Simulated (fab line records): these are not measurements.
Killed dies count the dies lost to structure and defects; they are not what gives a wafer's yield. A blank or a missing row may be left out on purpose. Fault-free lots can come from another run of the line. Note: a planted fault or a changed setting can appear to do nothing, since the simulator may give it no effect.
Which tool was responsible? + flow berkeley-cmos170 + 14 lots, 42 wafers sampled, at 4 steps of a route of 331

## WHAT THE GAUGES SHOWED, per wafer
UCB170_ACTIVE_CD_MEAS_13: target cd 1200 nm.
| lot  | measured    | on        | cd-nm (nm)           |
|------|-------------|-----------|----------------------|
| L976 | day 4 16:10 | cd-sem-02 | 1200.7 1200.9 1202.0 |
| L977 | day 4 23:37 | cd-sem-01 | 1197.3 1198.2 1198.1 |
| L978 | day 5 00:00 | cd-sem-01 | 1199.7 1198.9 1199.3 |
| L979 | day 5 06:16 | cd-sem-01 | 1200.0 1200.9 1199.7 |
| L980 | day 5 19:17 | cd-sem-01 | 1201.7 1201.5 1202.5 |
| L981 | day 5 23:58 | cd-sem-02 | 1198.2 1198.9 1199.4 |
| L983 | day 6 08:50 | cd-sem-01 | 1200.8 1200.8 1200.5 |
| L984 | day 6 08:06 | cd-sem-02 | 1198.6 1197.8 1198.9 |
| L985 | day 6 20:14 | cd-sem-02 | 1198.8 1199.6 1198.6 |
| L986 | day 6 20:08 | cd-sem-01 | 1201.8 1200.4 1200.7 |
| L987 | day 7 09:53 | cd-sem-02 | 1198.8 1200.7 1200.8 |
| L991 | day 8 00:26 | cd-sem-02 | 1200.2 1200.2 1201.2 |
| L993 | day 8 15:11 | cd-sem-02 | 1211.0 1212.9 1210.8 |
| L996 | day 8 19:41 | cd-sem-01 | 1209.7 1208.8 1209.4 |

UCB170_PLDD_OVL_MEAS_07.
| lot  | measured     | on         | PLDD_OVL (nm) |
|------|--------------|------------|---------------|
| L976 | day 6 22:20  | overlay-02 | -10 -6 -10    |
| L977 | day 7 09:56  | overlay-02 | -3 1 -4       |
| L978 | day 7 09:29  | overlay-01 | 2 3 4         |
| L979 | day 7 16:28  | overlay-02 | 6 3 1         |
| L980 | day 8 03:17  | overlay-01 | 0 3 -2        |
| L981 | day 8 03:01  | overlay-02 | -2 5 4        |
| L983 | day 8 07:07  | overlay-02 | -5 -10 -4     |
| L984 | day 8 06:32  | overlay-02 | -8 -12 -7     |
| L985 | day 8 21:48  | overlay-01 | 5 -2 -6       |
| L986 | day 8 22:05  | overlay-01 | -2 8 5        |
| L987 | day 9 04:41  | overlay-02 | 0 2 -1        |
| L991 | day 9 21:32  | overlay-02 | 2 1 -5        |
| L993 | day 10 16:39 | overlay-02 | 2 1 1         |
| L996 | day 10 15:42 | overlay-02 | -1 17 11      |

UCB170_SILICIDE_THK_MEAS_03: measures by xrf.
| lot  | measured     | on            | SILICIDE_TI_THK (nm) |
|------|--------------|---------------|----------------------|
| L976 | day 7 13:16  | film-metro-03 | 31.5 30.9 31.4       |
| L977 | day 7 22:20  | film-metro-04 | 31.5 31.8 31.5       |
| L978 | day 7 22:49  | film-metro-04 | 31.9 31.9 32.2       |
| L979 | day 8 05:37  | film-metro-04 | 31.4 31.8 31.6       |
| L980 | day 8 17:31  | film-metro-01 | 31.5 31.9 31.9       |
| L981 | day 8 17:31  | film-metro-04 | 31.6 31.7 31.4       |
| L983 | day 8 19:38  | film-metro-03 | 31.3 31.4 30.9       |
| L984 | day 8 20:04  | film-metro-03 | 31.0 30.9 30.8       |
| L985 | day 9 15:09  | film-metro-03 | 31.2 31.4 30.8       |
| L986 | day 9 15:10  | film-metro-01 | 31.5 31.0 31.0       |
| L987 | day 9 17:48  | film-metro-04 | 32.0 32.4 32.1       |
| L991 | day 10 11:07 | film-metro-01 | 31.2 31.9 32.1       |
| L993 | day 11 06:08 | film-metro-03 | 30.9 30.6 31.4       |
| L996 | day 11 05:04 | film-metro-04 | 31.5 31.3 31.2       |

## EACH LOT AND THE TOOL THAT RAN IT (in order: tool; ch and the chambers of the sampled wafers; start)
| lot  | UCB170_ACTIVE_SOFTBAKE_09        |
|------|----------------------------------|
| L976 | litho-track-01 ch 0, day 4 15:37 |
| L977 | litho-track-02 ch 0, day 4 23:04 |
| L978 | litho-track-04 ch 0, day 4 23:07 |
| L979 | litho-track-01 ch 0, day 5 05:37 |
| L980 | litho-track-04 ch 0, day 5 18:37 |
| L981 | litho-track-02 ch 0, day 5 23:19 |
| L983 | litho-track-01 ch 0, day 6 07:20 |
| L984 | litho-track-02 ch 0, day 6 07:20 |
| L985 | litho-track-04 ch 0, day 6 19:34 |
| L986 | litho-track-01 ch 0, day 6 19:36 |
| L987 | litho-track-04 ch 0, day 7 08:44 |
| L991 | litho-track-02 ch 0, day 7 23:46 |
| L993 | litho-track-02 ch 0, day 8 14:29 |
| L996 | litho-track-02 ch 0, day 8 18:27 |
- UCB170_ACTIVE_SOFTBAKE_09: time 57.21 s.

## AS READ BY THE TOOLS THEMSELVES (means over the sampled wafers that have a number; for cases with no such wafer, the mark the record gives instead)
UCB170_ACTIVE_SOFTBAKE_09.
| lot  | tool           | heater-power-total-W (W) | plate-temp-C (C) |
|------|----------------|--------------------------|------------------|
| L976 | litho-track-01 | 57.53                    | 130.11           |
| L977 | litho-track-02 | 57.61                    | 130.05           |
| L978 | litho-track-04 | 57.54                    | 129.86           |
| L979 | litho-track-01 | 57.50                    | 129.96           |
| L980 | litho-track-04 | 57.56                    | 130.09           |
| L981 | litho-track-02 | 57.50                    | 129.83           |
| L983 | litho-track-01 | 57.55                    | 129.98           |
| L984 | litho-track-02 | 57.58                    | 130.05           |
| L985 | litho-track-04 | 57.59                    | 129.94           |
| L986 | litho-track-01 | 57.57                    | 130.00           |
| L987 | litho-track-04 | 57.57                    | 129.96           |
| L991 | litho-track-02 | 57.55                    | 129.89           |
| L993 | litho-track-02 | 55.11                    | 125.61           |
| L996 | litho-track-02 | 55.13                    | 125.74           |

## THE ANSWER, worked out from the rows above alone
Rule: the lots themselves supply what counts as usual. The widest of any qualifying gaps counts: lots, ordered by their means at a reading, are off when they make up no more than a third of the lots, leave a main group of 4 or more, and stand apart from it by 3 or more times the standard deviation of that group's means. A main group whose means are all the same, to the digits that the tables above print for the reading, isn't used. Also off: a lot with no number at a reading for which 4 or more lots have one. Where the step has rows for the other lots, those lots are counted as sound. First the gauges in route order, then the tools' own readings, where a lot's mean is used as printed above. At the first step where some lot is off, the reading lying furthest off is the one used; lots without a number count as furthest.
Off: L993, L996 (UCB170_ACTIVE_CD_MEAS_13, cd-nm). Main group: mean 1199.9 nm, sd 1.2.
A tool fits if, at a process step before that reading, it ran every lot that is off, and no sound lot after the first of them. The gauges at UCB170_ACTIVE_CD_MEAS_13 aren't tried: what is off there is off at UCB170_ACTIVE_SOFTBAKE_09 too, on other tools, and a gauge's error can't cause that. One candidate fits, namely litho-track-02 at UCB170_ACTIVE_SOFTBAKE_09. A fault onset in the window from L991 (day 7 23:46, its last sound lot) to L993 (day 8 14:29, its first lot off) fits.
The tool's own readings at UCB170_ACTIVE_SOFTBAKE_09 bear it out: on the lots that are off they differ by more than 5 times the standard deviation of the sound lots' means. heater-power-total-W reads 55.12 W there against 57.55 W on the sound lots; plate-temp-C reads 125.67 C there against 129.98 C on the sound lots.

## WHAT THE SIMULATOR PUT IN
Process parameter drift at UCB170_ACTIVE_SOFTBAKE_09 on litho-track-02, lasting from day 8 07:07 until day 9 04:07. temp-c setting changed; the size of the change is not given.
Struck lots among those shown: L993, L996. This agrees with what the rule above found.
